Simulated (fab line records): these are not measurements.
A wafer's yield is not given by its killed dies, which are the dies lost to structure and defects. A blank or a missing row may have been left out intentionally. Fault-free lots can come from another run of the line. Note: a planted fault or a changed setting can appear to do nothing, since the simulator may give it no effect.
Comparing a struck lot with a sound one	flow rit-cmos	43 steps out of a route of 202
Sound: these wafers, L658.1, L658.4, L658.6. Wafers L675.2, L675.4, L675.5 were the ones struck. The cause is given at the end.
Each step with rows lists, per side, the tool, then ch with its chambers, then its first start. Under that, the readings that differ: sound wafers	struck wafers	difference of the means	sigmas: that difference in standard deviations of wafers without a fault.
alike: readings whose means differ by less than 2 such deviations, and words and numbers that are the same on both sides. not compared: withheld readings, readings that some wafer has no value for, bounds like >300 that may hide the same value, and numbers for which the record gives no deviation and whose values overlap.
The two part at a step that has a row with sigmas, a row that says differs or no value, or rows on one side only. When numbers do not overlap yet have no deviation, they are printed without sigmas and do not part them. A reading missing from all wafers of one side parts the sides only when that side holds two or more wafers.

first, 5 steps without rows for these wafers: RIT_ACTIVE_COAT_06 (resist thk 1000 nm); RIT_ACTIVE_SOFTBAKE_07 (time 58.26 s); RIT_ACTIVE_EXPOSE_08 (exposes mask M1, target cd 1400 nm); RIT_ACTIVE_PEB_09; RIT_ACTIVE_DEVELOP_10 (develop time 50 s).
RIT_ACTIVE_CD_MEAS_11: target cd 1400 nm.
  sound: cd-sem-01 at day 2 00:27; struck: cd-sem-02 at day 5 13:35
reading	sound	struck	difference	sigmas
cd-nm (nm)	1398.5 1397.0 1396.1	1401.4 1403.1 1402.4	+5.1	+2
then, 1 step without rows for these wafers: RIT_ACTIVE_HARDBAKE_12 (time 60 s).
RIT_ACTIVE_ETCH_13: etches Si3N4 in SF6, stops on SiO2, time 210 s, target depth 210 nm.
  sound on rie-diel-03 ch 2,3, day 2 00:43; struck on rie-diel-04 ch 2,3, day 5 13:50
  alike: drypump-motor-current-A, oes-product-au, throttle-valve-pct
  not compared: rf-hours-counter-h
RIT_ACTIVE_STRIP_14: strips in O2, time 180 s.
  sound on plasma-asher-01 ch 0,1, day 2 00:51; struck on plasma-asher-02 ch 0,1, day 5 13:58
  alike: drypump-motor-current-A, o2-flow-sccm
  not compared: rf-hours-counter-h
RIT_ACTIVE_CD_MEAS_90: target cd 1400 nm.
  sound: cd-sem-02 at day 2 01:02; struck: cd-sem-01 at day 5 14:10
reading	sound	struck	difference	sigmas
cd-nm (nm)	1398.3 1396.9 1395.8	1401.4 1402.9 1401.9	+5.1	+2
then, 2 steps without rows for these wafers: RIT_ACTIVE_CLEAN_15 (cleans in SC1, time 600 s); RIT_ACTIVE_CLEAN_16 (cleans in dHF, time 30 s).
RIT_ACTIVE_CLEAN_17: cleans in SC2, time 600 s.
  sound on wet-bench-02 ch 3, day 2 01:21; struck on wet-bench-01 ch 2, day 5 14:28
then, 1 step without rows for these wafers: RIT_FOX1_OXIDATION_00 (target thk 350.7 nm, ox time 1130 s).
RIT_FOX1_THK_MEAS_01:
  sound: film-metro-01 at day 2 03:03; struck: film-metro-04 at day 5 15:58
  alike: FOX1_OXIDE_THK
then, 2 steps without rows for these wafers: RIT_FOX1_WET_ETCH_02 (etches SiO2 in BOE, target depth 350 nm, time 390 s); RIT_FOX2_OXIDATION_00 (target thk 350.7 nm, ox time 1130 s).
RIT_FOX2_THK_MEAS_01:
  sound: film-metro-03 at day 2 06:04; struck: film-metro-03 at day 5 17:43
  alike: FOX2_OXIDE_THK
then, 2 steps without rows for these wafers: RIT_FOX2_CLEAN_02 (cleans in dHF, time 180 s); RIT_FOX2_WET_ETCH_03 (etches Si3N4 in H3PO4, target depth 195 nm, time 2700 s).
RIT_FOX2_THK_MEAS_90:
  sound: film-metro-04 at day 2 07:01; struck: film-metro-02 at day 5 18:40
  alike: FIELD_OXIDE_LEFT_1_THK
then, 6 steps without rows for these wafers: RIT_NWELL_HMDS_00 (prime time 60 s); RIT_NWELL_COAT_01 (resist thk 1300 nm); RIT_NWELL_SOFTBAKE_02 (time 58.1 s); RIT_NWELL_EXPOSE_03 (exposes mask M2, target cd 43900 nm); RIT_NWELL_PEB_04; RIT_NWELL_DEVELOP_05 (develop time 68 s).
RIT_NWELL_OVL_MEAS_06:
  sound: overlay-02 at day 2 07:58; struck: overlay-01 at day 5 19:39
  alike: NWELL_OVL
then, 2 steps without rows for these wafers: RIT_NWELL_HARDBAKE_07 (time 120 s); RIT_NWELL_IMPLANT_08.
RIT_NWELL_STRIP_09: strips in O2, time 180 s.
  sound on plasma-asher-02 ch 0,1, day 2 08:24; struck on plasma-asher-03 ch 0,1, day 5 20:05
  alike: drypump-motor-current-A, o2-flow-sccm
  not compared: rf-hours-counter-h
RIT_NWELL_TW_MEAS_10:
  sound: film-metro-03 at day 2 08:34; struck: film-metro-04 at day 5 20:16
  alike: NWELL_TW
then, 6 steps without rows for these wafers: RIT_PWELL_HMDS_00 (prime time 60 s); RIT_PWELL_COAT_01 (resist thk 1300 nm); RIT_PWELL_SOFTBAKE_02 (time 60 s); RIT_PWELL_EXPOSE_03 (exposes mask M3, target cd 43700 nm); RIT_PWELL_PEB_04; RIT_PWELL_DEVELOP_05 (develop time 68 s).
RIT_PWELL_OVL_MEAS_06:
  sound: overlay-01 at day 2 09:38; struck: overlay-01 at day 5 21:19
  alike: PWELL_OVL
then, 2 steps without rows for these wafers: RIT_PWELL_HARDBAKE_07 (time 120 s); RIT_PWELL_IMPLANT_08.
RIT_PWELL_STRIP_09: strips in O2, time 180 s.
  sound on plasma-asher-02 ch 0,1, day 2 10:04; struck on plasma-asher-04 ch 0,1, day 5 21:45
  alike: drypump-motor-current-A, o2-flow-sccm
  not compared: rf-hours-counter-h
RIT_M1_PROBE_99:
  sound: prober-01 at day 4 01:40; struck: prober-01 at day 7 10:56
reading	sound	struck	difference	sigmas
killed_at_M0_to_M3	0 1 0	0 0 0	+0	-3
killed-at-front-end	11 2 12	25 23 27	+17	+5
killed-dies	11 3 12	25 23 27	+16	+5
killed-on-rim	3 1 3	11 11 11	+9	+7
  alike: killed-open, killed-short

## WHERE THEY PART
Last at RIT_M1_PROBE_99 as far as this record goes, first at RIT_ACTIVE_CD_MEAS_11.

WHY: the cause the simulator had injected
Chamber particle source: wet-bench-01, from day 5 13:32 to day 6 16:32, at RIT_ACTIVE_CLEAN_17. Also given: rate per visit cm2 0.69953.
